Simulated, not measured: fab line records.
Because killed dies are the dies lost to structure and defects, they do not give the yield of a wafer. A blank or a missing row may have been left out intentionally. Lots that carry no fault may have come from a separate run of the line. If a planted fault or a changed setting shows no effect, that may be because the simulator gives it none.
Which tool did it? -- flow rit_cmos -- 7 lots with 21 wafers sampled at 2 steps, on a route of 202 steps

WHAT THE GAUGES SHOWED, per wafer
RIT_M1_CD_MEAS_09: target cd 2600 nm.
lot,measured,on,cd_nm (nm)
L232,day 3 18:57,cd_sem-02,2601.9 2600.1 2601.7
L234,day 4 05:11,cd_sem-02,2603.0 2601.8 2601.7
L237,day 4 20:01,cd_sem-01,2602.1 2600.4 2600.7
L239,day 5 10:28,cd_sem-02,2599.1 2597.4 2599.6
L242,day 6 02:37,cd_sem-02,2592.8 2593.6 2593.0
L247,day 7 01:41,cd_sem-01,2595.7 2594.6 2596.7
L253,day 8 08:34,cd_sem-02,2601.8 2601.7 2599.9

TOOL THAT RAN EACH LOT (tool first, then ch and the chambers of the sampled wafers, then the start)
lot,RIT_M1_DEVELOP_08
L232,"litho_track-04 ch 0, day 3 18:00"
L234,"litho_track-03 ch 0, day 4 05:00"
L237,"litho_track-04 ch 0, day 4 19:00"
L239,"litho_track-03 ch 0, day 5 10:00"
L242,"litho_track-03 ch 0, day 6 02:00"
L247,"litho_track-02 ch 0, day 7 01:00"
L253,"litho_track-04 ch 0, day 8 08:00"
- RIT_M1_DEVELOP_08: develop time 68 s.

THE ANSWER, worked out from the rows above alone
Rule: the usual values come from the lots themselves. The widest of any qualifying gaps counts: lots, ordered by their means at a reading, are off when they make up no more than a third of the lots, leave a main group of 4 or more, and stand apart from it by 3 or more times the standard deviation of that group's means. Not used: any main group whose means are identical at the precision the tables above print for the reading. A lot without any number at a reading at which 4 lots or more have one is off too. All remaining lots with rows at the step are treated as sound.
None of the lots is off at any reading shown; this tells nothing.

WHAT THE SIMULATOR HAD PUT IN
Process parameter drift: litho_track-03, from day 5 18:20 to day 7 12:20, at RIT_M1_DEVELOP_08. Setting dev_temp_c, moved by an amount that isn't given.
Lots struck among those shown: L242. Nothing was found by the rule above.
